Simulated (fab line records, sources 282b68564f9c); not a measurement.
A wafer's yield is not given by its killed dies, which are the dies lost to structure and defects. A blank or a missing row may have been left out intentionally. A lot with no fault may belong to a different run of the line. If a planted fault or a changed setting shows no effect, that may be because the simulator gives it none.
Code-filled problem report in 8D (eight disciplines) form -- flow rit-cmos -- the parts of the form that need people (team, actions taken, sign-off) are left out

== 1. WHAT IS WRONG ==
Mean ACTIVE_OXIDE_THK at RIT_ACTIVE_THK_MEAS_02: 59.1 nm over 6 wafers in 2 lots; fault-free wafers: 46.6 nm, standard deviation 1.1. That is +11 standard deviations from the usual mean.
Seen first at day 3 04:11 on film-metro-04, wafer L616.2. The record holds 42 wafers of 14 lots with a number at this step. Rule for "out", or "out of limits": more than 4 standard deviations from the usual mean. Any other wafer with a number is counted as sound.

== 2. WHAT IT IS; WHAT IT IS NOT ==
question,is,is not
which readings at this step,ACTIVE_OXIDE_THK,-
which lots,"L616, L617","L608, L609, L611, L612, L614, L615, L623, L624, L625, L626, L628, L630"
which wafers of those lots,all that have a number,-
read on which gauges,film-metro-04,"film-metro-01, film-metro-03"
when,from day 3 04:11,"up to then (18 sound wafers); but 18 sound wafers of L623, L624, L625, L626, L628, L630 came after"

== 3. THE SUSPECTS, EACH WITH WHAT RULES IT OUT ==
Counting: a tool stays on the suspect list if, at a process step up to the reading, it processed all lots that are out and no sound lot following the first of them.
- the gauge at RIT_ACTIVE_THK_MEAS_02 is ruled out. All the wafers that are out were read on film-metro-04, but those of them that RIT_ACTIVE_OXIDATION_01 has rows for are out there too, on other tools.
- furnace-01 at RIT_ACTIVE_OXIDATION_01 (target thk 46.8 nm, ox time 3360 s): kept. Every lot that is out went through it, starting with L616 (day 3 02:14), and after that it ran no sound lot; the last sound lot it ran before then is L615 (day 2 21:07). Out on those wafers are its own readings of spike-tc-centre-C, spike-tc-load-C, spike-tc-source-C, tube-center-temp-C, tube_center_temp_C_max.
After counting, what remains is furnace-01 at RIT_ACTIVE_OXIDATION_01.

== 4. THE CAUSE (what the simulator had put in) ==
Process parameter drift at RIT_ACTIVE_OXIDATION_01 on furnace-01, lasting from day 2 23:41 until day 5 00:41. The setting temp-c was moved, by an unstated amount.
Only this tool survived the counting.

== 5. THE EFFECT CHAIN, in route order ==
Each row: a reading whose mean over the struck wafers that have a number lies more than 3 standard deviations from the usual. Scope: only readings with a usual standard deviation given in the record; hours: median across lots of the time from each lot's start at the first step in this table that gives one to its start at this step; sigmas: change in usual standard deviations.
hours,step,reading,usual,on struck wafers,change,sigmas
0,RIT_ACTIVE_OXIDATION_01,spike-tc-centre-C,1002.9 C,1027.9,+25.0,+23
0,RIT_ACTIVE_OXIDATION_01,spike-tc-load-C,1023.6 C,1051.2,+27.6,+11
0,RIT_ACTIVE_OXIDATION_01,spike-tc-source-C,1024.7 C,1053.2,+28.5,+14
0,RIT_ACTIVE_OXIDATION_01,tube-center-temp-C,1000 C,1025,+25,+99 or more
0,RIT_ACTIVE_OXIDATION_01,tube_center_temp_C_max,1002.6,1027.6,+25.0,+57
2,RIT_ACTIVE_THK_MEAS_02,ACTIVE_OXIDE_THK,46.6 nm,59.1,+12.5,+11
Process steps it contains:
- RIT_ACTIVE_OXIDATION_01: target thk 46.8 nm, ox time 3360 s.
At these later measuring or inspecting steps, every struck wafer for which the step has a row has a number for every such reading, and none has moved that far: RIT_FOX2_THK_MEAS_91, RIT_NSD_OVL_MEAS_06.

== 6. WHAT WOULD HAVE CAUGHT IT SOONER ==
The first out-of-limits reading at a measuring or inspecting step in this record came at day 3 04:11, 4 hours after the fault's start at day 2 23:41.
The tool's own readings at RIT_ACTIVE_OXIDATION_01 were out on every struck wafer that the step has a row for (spike-tc-centre-C, spike-tc-load-C, spike-tc-source-C, tube-center-temp-C, tube_center_temp_C_max): an alarm limit on them would have fired on the first of those.
Of the lots that are out (2), L617 began RIT_ACTIVE_OXIDATION_01 on furnace-01 after day 3 04:11. A hold on the tool at that time would have spared it.
